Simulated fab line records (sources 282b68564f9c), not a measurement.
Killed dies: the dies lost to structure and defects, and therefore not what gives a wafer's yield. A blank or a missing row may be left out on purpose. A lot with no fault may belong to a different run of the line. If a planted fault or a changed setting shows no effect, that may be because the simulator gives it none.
A lot that was struck, set against a sound lot -- flow rit_cmos -- 20 steps out of a route of 202
Sound: these wafers, L771.3, L771.5, L771.6. Struck: wafers L787.2, L787.3, L787.5. The cause is named last.
Per side, at each step with rows, come the tool, then ch with its chambers, and then its first start. Under that, the readings that differ: sound wafers -- struck wafers -- difference of the means -- sigmas: that difference in standard deviations of wafers without a fault.
alike: readings whose means differ by less than 2 such deviations, and words and numbers that are the same on both sides. not compared: withheld readings, readings that some wafer has no value for, bounds like >300 that may hide the same value, and numbers for which the record gives no deviation and whose values overlap.
Wherever a step has rows on one side only, a row that says differs or no value, or a row with sigmas, the two part there. Non-overlapping numbers with no deviation appear without sigmas and do not part them. A reading missing from all wafers of one side parts the sides only when that side holds two or more wafers.

RIT_SDANNEAL_RS_MEAS_06: measurement is done with a four-point probe.
  sound on film_metro-04 at day 3 12:35; struck on film_metro-02 at day 6 19:21
  alike: PLDD_RS
RIT_SDANNEAL_RS_MEAS_07: measurement is done with a four-point probe.
  sound on film_metro-04 at day 3 12:42; struck on film_metro-02 at day 6 19:28
  alike: NLDD_RS
then, 1 step without rows for these wafers: RIT_SILICIDE_WET_ETCH_00 (etches SiO2 in BOE, target depth 14 nm, time 15 s).
RIT_SILICIDE_SPUTTER_01: material Ti, target thk 30 nm, time 240 s.
  sound on pvd_sputter-03 at day 3 12:48; struck on pvd_sputter-03 at day 6 19:35
reading,sound,struck,difference,sigmas
throttle_valve_pct (%),32.8 29.6 32.6,29.7 29.6 29.6,-2.0,-2
RIT_SILICIDE_RS_MEAS_02: measurement is done with a four-point probe.
  sound on film_metro-01 at day 3 12:59; struck on film_metro-01 at day 6 19:46
  alike: SILICIDE_TI_RS
RIT_SILICIDE_THK_MEAS_03: measures by xrf.
  sound on film_metro-01 at day 3 13:05; struck on film_metro-01 at day 6 19:52
  alike: SILICIDE_TI_THK
RIT_SILICIDE_RTA_04: time 10 s, ramp up 5 s, ramp down 5 s.
  sound on rtp_anneal-01 ch 0, day 3 13:09; struck on rtp_anneal-01 ch 0, day 6 19:56
  alike: wafer_temp_C_max
then, 1 step without rows for these wafers: RIT_SILICIDE_WET_ETCH_05 (etches Ti in SPM, time 120 s).
RIT_SILICIDE_RTA_06: time 10 s, ramp up 5 s, ramp down 10 s.
  sound on rtp_anneal-02 ch 0, day 3 13:16; struck on rtp_anneal-02 ch 0, day 6 20:02
  alike: wafer_temp_C_max
RIT_CONTACT_CVD_00: deposits SiO2 from TEOS, target thk 400 nm, time 61 s.
  sound on pecvd-03 ch 0,2, day 3 13:19; struck on pecvd-01 ch 1,2, day 6 20:06
  alike: heater_power_w
  not compared: since_wet_clean_h
RIT_CONTACT_THK_MEAS_01:
  sound on film_metro-04 at day 3 13:23; struck on film_metro-01 at day 6 20:10
  alike: CONTACT_TEOS_THK
then, 1 step without rows for these wafers: RIT_CONTACT_HMDS_02 (prime time 60 s).
RIT_CONTACT_COAT_03: resist thk 1000 nm.
  struck on litho_track-03, day 6 20:28; sound on litho_track-02 ch 0, day 3 13:37
  no value came back on the struck wafers for chill_plate_temp_C (C), dispense_pressure_kPa (kPa); on the sound wafers chill_plate_temp_C (C) reads 23.10 23.02 23.10
then, 4 steps without rows for these wafers: RIT_CONTACT_SOFTBAKE_04 (time 60 s); RIT_CONTACT_EXPOSE_05 (exposes mask M11, target cd 1000 nm); RIT_CONTACT_PEB_06; RIT_CONTACT_DEVELOP_07 (develop time 120 s).
RIT_CONTACT_CD_MEAS_08: the cd target is 1000 nm.
  sound on cd_sem-01 at day 3 14:25; struck on cd_sem-01 at day 6 21:25
reading,sound,struck,difference,sigmas
cd_nm (nm),1000.0 1000.5 999.5,- - -,no value on the struck wafers,
RIT_CONTACT_OVL_MEAS_09:
  sound on overlay-02 at day 3 14:31; struck on overlay-01 at day 6 21:31
reading,sound,struck,difference,sigmas
CONTACT_OVL (nm),2.1 0.7 0.5,- - -,no value on the struck wafers,
RIT_M1_PROBE_99:
  sound on prober-01 at day 3 19:51; struck on prober-02 at day 7 06:23
reading,sound,struck,difference,sigmas
hold,- - -,await_dispo/3.7h/scrap await_dispo/3.7h/scrap await_dispo/3.7h/scrap,no value on the sound wafers,
killed_at_contacts,0 0 0,258 262 258,+259,+99 or more
killed_dies,3 9 7,264 264 264,+258,+89
killed_on_rim,0 0 4,70 70 70,+69,+49
  alike: killed_at_front_end, killed_open, killed_short

## WHERE THEY PART
Last at RIT_M1_PROBE_99 as far as this record goes, first at RIT_SILICIDE_SPUTTER_01.

WHY: what the simulator had put in
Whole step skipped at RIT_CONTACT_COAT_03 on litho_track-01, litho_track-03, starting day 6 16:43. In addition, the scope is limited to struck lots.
